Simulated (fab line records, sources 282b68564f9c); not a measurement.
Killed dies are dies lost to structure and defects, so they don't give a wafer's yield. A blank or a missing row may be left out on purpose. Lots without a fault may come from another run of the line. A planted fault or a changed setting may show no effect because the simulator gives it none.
fab line records | flow rit_cmos
record lots=7 wafers=21 last_day=7
route steps=202 shown PWELL@44 WELLDRIVE@50 NWELL@51 NRETRO@53 M1@202
lots that met no fault: from a run of the same line without faults
start_h: hours from the record's first day to the start of the lot's first wafer shown | wait_h: hours since the lot's step before | " the same as in the row above | L1.1+2: a row that stands for several wafers | - no value, or no start given | * or withheld: withheld | < > ~ a bound
route shown NAME@n: a module of which the file shows steps, and the number in the route of the first | usual: mean/standard deviation of fault-free wafers | same: alike in all rows | chamber/n: place in a boat | sites: the reading at each site | _std_site: their standard deviation | _edge_site: outer sites' mean less inner sites' | radius_mm: how far each site lies from the wafer's centre | mask NAME#n: copy n | behind: the tool/chamber that last shaped the wafer | hold: why the lot was held/for how many hours/how that ended | device: the transistor (n, p or np) that didn't switch | end of line: the same wafers' tests at the end of the route | a step without rows: its recipe alone | killed: dies lost to structure and defects at the first sort, not the wafer's yield | map: a wafer's dies, x killed, . not, _ none there
set.NAME: the setting as run; set.NAME@STEP: as run at that earlier step | model.NAME: the simulator's own value behind a step, which no gauge read
lots at some steps of the route; a table a step, a row a wafer
services: from which hour (start_h, from the record's first day; less than 0 if before it) a tool's chamber was out of use, for how many hours, and why
## steps
# step RIT_PWELL_DEVELOP_05
# recipe resist=NOVOLAK develop_time_s=68 dev_temp_c=23
# step RIT_PWELL_OVL_MEAS_06
# usual PWELL_OVL=-0.6/1.3
# columns lot.wafer tool chamber start_h wait_h PWELL_OVL[nm]
L394.2 overlay-01 - 27.13 - -1.2
L394.3 " - " " -1.1
L394.6 " - " " -1.4
L407.1 overlay-01 - 89.95 - 0.3
L407.3 " - " " 1.4
L407.5 " - " " -0.4
L408.1 overlay-01 - 94.73 - -0.1
L408.4 " - " " -0.4
L408.6 " - " " -0.7
L409.1 overlay-01 - 99.16 - 0.3
L409.2 " - " " 0.5
L409.6 " - " " -1.1
L411.1 overlay-02 - 112.50 - 0.2
L411.3 " - " " 0.8
L411.4 " - " " -1.9
L412.2 overlay-02 - 114.54 - -1.4
L412.5 " - " " -1.9
L412.6 " - " " -2.1
L416.1 overlay-02 - 133.66 - -1.8
L416.2 " - " " -0.2
L416.3 " - " " -0.3
# step RIT_PWELL_HARDBAKE_07
# recipe resist=NOVOLAK temp_c=140 time_s=120
# step RIT_PWELL_IMPLANT_08
# recipe species=B energy_kev=170 dose_cm2=7e+13 tilt_deg=7
# step RIT_PWELL_STRIP_09
# recipe chemistry=O2 time_s=180 resist=NOVOLAK platen_temp_c=withheld power_w=500 pressure_mtorr=4000 o2_flow_sccm=4000
# usual chamber_pressure_mTorr=4000/3.7 drypump_motor_current_A=5.8/0.47
# columns lot.wafer tool chamber start_h wait_h chamber_pressure_mTorr drypump_motor_current_A rf_hours_counter_h
L394.2 plasma_asher-04 1 27.56 0.1 4002 6.1 38
L394.3 " 0 " " 4001 6.5 -
L394.6 " 1 " " 3998 6.1 -
L407.1 plasma_asher-04 0 90.38 0.1 3992 6.5 45
L407.3 " 1 " " 3995 6.1 -
L407.5 " 1 " " 4002 6.1 -
L408.1 plasma_asher-01 0 95.16 0.1 4000 5.6 30
L408.4 " 1 " " 4002 5.2 -
L408.6 " 0 " " 3993 5.7 -
L409.1 plasma_asher-02 1 99.59 0.1 3997 5.5 45
L409.2 " 0 " " 3995 5.5 45
L409.6 " 1 " " 4006 5.5 -
L411.1 plasma_asher-04 1 112.93 0.1 3996 6.1 47
L411.3 " 0 " " 4000 6.5 -
L411.4 " 1 " " 4008 6.1 -
L412.2 plasma_asher-04 1 114.97 0.1 4005 6.1 47
L412.5 " 1 " " 4000 6.1 -
L412.6 " 0 " " 4003 6.6 -
L416.1 plasma_asher-01 0 134.10 0.1 4000 5.6 34
L416.2 " 1 " " 4002 5.1 34
L416.3 " 1 " " 4004 5.1 -
# step RIT_PWELL_TW_MEAS_10
# usual PWELL_TW=946/5.4
# columns lot.wafer tool chamber start_h wait_h PWELL_TW
L394.2 film_metro-04 - 27.74 0.1 950
L394.3 " - " " 950
L394.6 " - " " 948
L407.1 film_metro-04 - 90.56 0.1 952
L407.3 " - " " 960
L407.5 " - " " 949
L408.1 film_metro-01 - 95.34 0.1 933
L408.4 " - " " 940
L408.6 " - " " 940
L409.1 film_metro-04 - 99.77 0.1 950
L409.2 " - " " 956
L409.6 " - " " 951
L411.1 film_metro-01 - 113.11 0.1 943
L411.3 " - " " 943
L411.4 " - " " 945
L412.2 film_metro-01 - 115.15 0.1 943
L412.5 " - " " 943
L412.6 " - " " 942
L416.1 film_metro-01 - 134.27 0.1 948
L416.2 " - " " 942
L416.3 " - " " 945
# step RIT_WELLDRIVE_ANNEAL_00
# recipe temp_c=1100 time_s=14700 ambient=N2
# step RIT_WELLDRIVE_RS_MEAS_01
# recipe thk_meas_gauge=four-point-probe
# usual NWELL_RS=275.5/0.69
# columns lot.wafer tool chamber start_h wait_h NWELL_RS[ohm/sq]
L394.2 film_metro-03 - 33.24 0.0 276.1
L394.3 " - " " 274.7
L394.6 " - " " 276.3
L407.1 film_metro-01 - 96.62 0.0 275.1
L407.3 " - " " 274.8
L407.5 " - " " 275.0
L408.1 film_metro-01 - 101.34 0.0 275.6
L408.4 " - " " 274.8
L408.6 " - " " 275.4
L409.1 film_metro-03 - 106.42 0.0 275.4
L409.2 " - " " 275.0
L409.6 " - " " 275.2
L411.1 film_metro-01 - 118.25 0.0 275.7
L411.3 " - " " 276.5
L411.4 " - " " 276.0
L412.2 film_metro-01 - 122.70 0.0 275.7
L412.5 " - " " 275.8
L412.6 " - " " 275.5
L416.1 film_metro-01 - 140.04 0.0 276.4
L416.2 " - " " 275.8
L416.3 " - " " 275.5
# step RIT_WELLDRIVE_RS_MEAS_02
# recipe thk_meas_gauge=four-point-probe
# usual PWELL_RS=429.5/1.1
# columns lot.wafer tool chamber start_h wait_h PWELL_RS[ohm/sq]
L394.2 film_metro-03 - 33.36 0.1 429.7
L394.3 " - " " 430.4
L394.6 " - " " 430.3
L407.1 film_metro-01 - 96.74 0.1 430.4
L407.3 " - " " 428.9
L407.5 " - " " 429.5
L408.1 film_metro-01 - 101.46 0.1 430.7
L408.4 " - " " 428.8
L408.6 " - " " 429.6
L409.1 film_metro-03 - 106.54 0.1 428.4
L409.2 " - " " 429.7
L409.6 " - " " 428.1
L411.1 film_metro-01 - 118.37 0.1 429.1
L411.3 " - " " 430.0
L411.4 " - " " 429.7
L412.2 film_metro-01 - 122.82 0.1 430.0
L412.5 " - " " 430.4
L412.6 " - " " 430.6
L416.1 film_metro-01 - 140.16 0.1 428.8
L416.2 " - " " 429.9
L416.3 " - " " 429.7
# step RIT_NRETRO_HMDS_00
# recipe prime_time_s=60 prime_temp_c=140
# step RIT_NRETRO_COAT_01
# recipe resist=NOVOLAK spin_rpm=2000 resist_thk_nm=1300
# step RIT_NRETRO_SOFTBAKE_02
# recipe resist=NOVOLAK temp_c=90 time_s=60
# step RIT_NRETRO_EXPOSE_03
# recipe mask_id=M4 na=0.57 target_cd_nm=43900 dose_mj=250
# columns lot.wafer tool chamber start_h wait_h mask model.NRETRO.overlay_x_nm
L394.2+3+6 iline_stepper-02 0 34.06 0.3 M4#0 -0.139
L407.1+3+5 iline_stepper-02 0 97.43 0.2 M4#0 1.063
L408.1+4+6 iline_stepper-02 0 102.03 0.1 M4#0 3324
L409.1+2+6 iline_stepper-02 0 107.11 0.1 M4#0 3324
L411.1+3+4 iline_stepper-01 0 118.94 0.1 M4#0 0.2277
L412.2+5+6 iline_stepper-02 0 123.51 0.2 M4#0 3324
L416.1+2+3 iline_stepper-01 0 140.73 0.1 M4#0 -0.6508
# step RIT_NRETRO_PEB_04
# recipe resist=NOVOLAK temp_c=withheld time_s=withheld
# step RIT_NRETRO_DEVELOP_05
# recipe resist=NOVOLAK develop_time_s=68 dev_temp_c=23
# step RIT_NRETRO_OVL_MEAS_06
# usual NRETRO_OVL=-1.4/1.4
# columns lot.wafer tool chamber start_h wait_h NRETRO_OVL[nm]
L394.2 overlay-01 - 34.48 - -0.7
L394.3 " - " " 0.4
L394.6 " - " " -2.3
L407.1 overlay-01 - 97.86 - 0.0
L407.3 " - " " -0.4
L407.5 " - " " -2.4
L408.1 overlay-02 - 102.46 - 3323.1
L408.4 " - " " 3322.2
L408.6 " - " " 3321.8
L409.1 overlay-01 - 107.54 - 3323.2
L409.2 " - " " 3322.0
L409.6 " - " " 3323.2
L411.1 overlay-01 - 119.37 - 0.5
L411.3 " - " " 0.0
L411.4 " - " " -1.0
L412.2 overlay-01 - 123.93 - 3323.2
L412.5 " - " " 3322.2
L412.6 " - " " 3321.1
L416.1 overlay-01 - 141.21 - -2.1
L416.2 " - " " -1.4
L416.3 " - " " -0.6
# step RIT_NRETRO_HARDBAKE_07
# recipe resist=NOVOLAK temp_c=140 time_s=120
# step RIT_M1_PROBE_99
# usual killed_at_contacts=0.1/0.23 killed_at_front_end=6.7/2.7 killed_dies=6.7/2.7 killed_on_rim=1.8/1.2 killed_open=3.2/1.8 killed_short=3.5/1.9
# same gross_dies=264 killed_at_M0_to_M3=0 killed_at_M4_up=0 killed_at_back_side=0 killed_at_other=0
# columns lot.wafer tool chamber start_h wait_h killed_at_contacts killed_at_front_end killed_dies killed_on_rim killed_open killed_short model.etest.pmos_0p3.r_on_ohm_um model.etest.pmos_turned.r_on_ohm_um model.etest.pmos_0p15.r_on_ohm_um model.etest.nmos_0p3.r_on_ohm_um model.etest.nmos_turned.drive_ua_um model.etest.nmos_0p15.drive_ua_um model.etest.nmos_0p15.r_on_ohm_um model.etest.pmos_0p15.drive_ua_um
L394.2 prober-01 - 63.95 0.1 0 3 3 2 1 2 6234 3490 2807 2144 305.4 454.8 1152 252.9
L394.3 prober-01 - 64.00 0.2 0 6 6 1 4 2 6289 3494 2782 2165 302.3 455.2 1144 249.5
L394.6 prober-01 - 64.15 0.2 0 6 6 1 3 3 6245 3483 2795 2155 307.6 460.1 1147 253
L407.1 prober-01 - 130.03 0.1 0 3 3 1 1 1 6443 3473 2804 2183 333 472.4 1127 252.6
L407.3 prober-01 - 130.13 0.2 0 6 6 1 3 2 6219 3369 2711 2132 341.4 485.7 1109 261.9
L407.5 prober-01 - 130.23 0.2 0 14 14 2 4 8 6202 3320 2633 2104 341.5 495 1076 269.9
L408.1 prober-02 - 134.44 0.1 0 264 264 70 3 5 5084 2637 2232 1887 459.9 583.9 1024 359.7
L408.4 prober-02 - 134.59 0.2 1 263 264 70 7 3 5036 2641 2216 1882 455.4 586.8 1032 367.9
L408.6 prober-02 - 134.69 0.2 0 264 264 70 2 2 5028 2637 2200 1886 465.3 606.3 1028 371.1
L409.1 prober-01 - 137.57 0.1 0 264 264 70 5 4 5222 2856 2399 1883 444.4 568.8 1029 331.8
L409.2 prober-01 - 137.62 0.1 0 264 264 70 5 2 5172 2836 2381 1906 446.7 571.2 1038 337.9
L409.6 prober-01 - 137.82 0.2 0 264 264 70 6 2 5193 2827 2369 1898 449.3 570.8 1028 339.2
L411.1 prober-01 - 148.33 0.1 0 6 6 1 4 2 6288 3428 2735 2169 318.3 473.6 1118 260.6
L411.3 prober-01 - 148.43 0.2 0 7 7 2 3 4 6140 3308 2682 2130 328.1 478.3 1103 265.5
L411.4 prober-01 - 148.48 0.2 0 8 8 2 2 6 6266 3485 2771 2154 310.7 464.7 1139 255.1
L412.2 prober-02 - 152.36 0.1 0 264 264 70 1 3 4953 2637 2219 1872 458.8 587.9 1014 364.1
L412.5 prober-02 - 152.51 0.2 0 264 264 70 2 4 5070 2678 2257 1892 449.2 578.6 1001 354.5
L412.6 prober-02 - 152.56 0.2 0 264 264 70 4 2 5015 2700 2244 1872 450 585.7 1024 361.4
L416.1 prober-02 - 171.07 0.1 0 3 3 1 1 2 6329 3432 2771 2194 322.5 461.4 1127 255
L416.2 prober-02 - 171.12 0.1 0 3 3 0 2 1 6473 3627 2930 2230 295.5 441.2 1138 238
L416.3 prober-02 - 171.17 0.2 0 5 5 2 2 3 6501 3572 2850 2216 314.7 454.5 1155 246.1
# killed by level:class
L394.2 GATE:geometric_particle:short=2 GATE:geometric_particle:open=1
L394.3 FOX2:geometric_particle:open=2 GATE:geometric_particle:open=1 REOX:geometric_particle:open=1 SPACER:geometric_particle:short=1 SILICIDE:geometric_particle:short=1
L394.6 GATE:geometric_particle:short=2 GATE:geometric_particle:open=1 REOX:geometric_particle:open=1 SPACER:geometric_particle:open=1 SILICIDE:geometric_particle:short=1
L407.1 FOX1:geometric_particle:short=1 GATE:geometric_particle:open=1 NLDD:coat_microbubble_printed=1
L407.3 GATE:geometric_particle:open=2 SPACER:geometric_particle:open=1 SPACER:geometric_particle:short=1 SILICIDE:geometric_particle:short=1 NLDD:coat_microbubble_printed=1
L407.5 GATE:geometric_particle:short=4 NLDD:coat_microbubble_printed=2 FOX1:geometric_particle:short=1 FOX1:geometric_particle:open=1 FOX2:geometric_particle:short=1 REOX:geometric_particle:short=1 REOX:geometric_particle:open=1 SPACER:geometric_particle:open=1
L408.1 NRETRO:overlay=256 GATE:geometric_particle:short=4 GATE:geometric_particle:open=2 REOX:geometric_particle:open=1 REOX:geometric_particle:short=1
L408.4 NRETRO:overlay=254 GATE:geometric_particle:short=3 GATE:geometric_particle:open=2 FOX1:geometric_particle:open=1 REOX:geometric_particle:open=1 SPACER:geometric_particle:open=1 SILICIDE:geometric_particle:open=1 CONTACT:geometric_particle:open=1
L408.6 NRETRO:overlay=260 GATE:geometric_particle:short=2 GATE:geometric_particle:open=2
L409.1 NRETRO:overlay=255 GATE:geometric_particle:open=2 FOX1:geometric_particle:open=1 FOX1:geometric_particle:short=1 FOX2:geometric_particle:short=1 GATE:geometric_particle:short=1 SPACER:geometric_particle:open=1 SILICIDE:geometric_particle:open=1
L409.2 NRETRO:overlay=257 SPACER:geometric_particle:open=3 GATE:geometric_particle:short=1 GATE:geometric_particle:open=1 REOX:geometric_particle:open=1 SILICIDE:geometric_particle:short=1
L409.6 NRETRO:overlay=256 SPACER:geometric_particle:open=2 SILICIDE:geometric_particle:short=2 FOX1:geometric_particle:open=1 FOX2:geometric_particle:open=1 GATE:geometric_particle:open=1 REOX:geometric_particle:open=1
L411.1 SPACER:geometric_particle:open=2 FOX2:geometric_particle:open=1 GATE:geometric_particle:open=1 GATE:geometric_particle:short=1 SPACER:geometric_particle:short=1
L411.3 SPACER:geometric_particle:short=2 SPACER:geometric_particle:open=2 FOX1:geometric_particle:short=1 GATE:geometric_particle:short=1 REOX:geometric_particle:open=1
L411.4 GATE:geometric_particle:open=2 SPACER:geometric_particle:short=2 FOX2:geometric_particle:short=1 GATE:geometric_particle:short=1 REOX:geometric_particle:short=1 SILICIDE:geometric_particle:short=1
L412.2 NRETRO:overlay=260 SILICIDE:geometric_particle:short=3 GATE:geometric_particle:open=1
L412.5 NRETRO:overlay=258 ACTIVE:geometric_particle:short=1 FOX1:geometric_particle:open=1 FOX2:geometric_particle:open=1 FOX2:geometric_particle:short=1 GATE:geometric_particle:short=1 REOX:geometric_particle:short=1
L412.6 NRETRO:overlay=258 GATE:geometric_particle:open=2 FOX2:geometric_particle:short=1 SPACER:geometric_particle:open=1 SILICIDE:geometric_particle:open=1 SILICIDE:geometric_particle:short=1
L416.1 GATE:geometric_particle:open=1 SPACER:geometric_particle:short=1 SILICIDE:geometric_particle:short=1
L416.2 FOX2:geometric_particle:short=1 GATE:geometric_particle:open=1 SPACER:geometric_particle:open=1
L416.3 SPACER:geometric_particle:short=2 SILICIDE:geometric_particle:open=2 SILICIDE:geometric_particle:short=1
# map L408.1 (x killed, . not)
________xxxxxxx_______
_____xxxxxxxxxxxxx____
____xxxxxxxxxxxxxxx___
___xxxxxxxxxxxxxxxxx__
__xxxxxxxxxxxxxxxxxxx_
__xxxxxxxxxxxxxxxxxxx_
_xxxxxxxxxxxxxxxxxxxxx
_xxxxxxxxxxxxxxxxxxxxx
_xxxxxxxxxxxxxxxxxxxxx
_xxxxxxxxxxxxxxxxxxxxx
__xxxxxxxxxxxxxxxxxxx_
__xxxxxxxxxxxxxxxxxxx_
___xxxxxxxxxxxxxxxxx__
____xxxxxxxxxxxxxxx___
_____xxxxxxxxxxxxx____
________xxxxxxx_______
# map L409.1 (x killed, . not)
________xxxxxxx_______
_____xxxxxxxxxxxxx____
____xxxxxxxxxxxxxxx___
___xxxxxxxxxxxxxxxxx__
__xxxxxxxxxxxxxxxxxxx_
__xxxxxxxxxxxxxxxxxxx_
_xxxxxxxxxxxxxxxxxxxxx
_xxxxxxxxxxxxxxxxxxxxx
_xxxxxxxxxxxxxxxxxxxxx
_xxxxxxxxxxxxxxxxxxxxx
__xxxxxxxxxxxxxxxxxxx_
__xxxxxxxxxxxxxxxxxxx_
___xxxxxxxxxxxxxxxxx__
____xxxxxxxxxxxxxxx___
_____xxxxxxxxxxxxx____
________xxxxxxx_______
## services
# columns tool chamber start_h hours kind
iline_stepper-01 - 11.76 2.1 pm
iline_stepper-01 - 13.84 - consumable_replace:lamp
iline_stepper-01 0 20.04 - calibration
iline_stepper-01 - 33.67 3.2 repair
iline_stepper-01 - 107.45 1.7 pm
## key
first_sign step=RIT_NRETRO_OVL_MEAS_06 reading=NRETRO_OVL direction=up sigmas=99+ usual=-1.4 struck=3322.4
effect step=RIT_M1_PROBE_99 reading=killed_at_front_end direction=up sigmas=96 usual=6.7 struck=263.9
model_effect step=RIT_NRETRO_EXPOSE_03 value=NRETRO.overlay_x_nm without=-0.2787 struck=3324
model_effect step=RIT_M1_PROBE_99 value=etest.pmos_0p3.r_on_ohm_um without=6297 struck=5086
more_kills_born_at RIT_NRETRO_EXPOSE_03@iline_stepper-02=2314
met_at RIT_NRETRO_EXPOSE_03
struck_wafers L408.1,L408.4,L408.6,L409.1,L409.2,L409.6,L412.2,L412.5,L412.6
tester_left_out L408,L409,L412
onset_between 97.43 102.03
fault kind=scanner_matching_overlay tool=iline_stepper-02 chamber=- onset_h=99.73 steps=RIT_NRETRO_EXPOSE_03 offset=3324.6
# tester_left_out: of these lots the tester's yield and bins aren't shown, on N5 and GAA mostly nor the transistor test; their killed dies are dies lost to structure and defects alone, not to doping, threshold or leakage, so they don't give the yield
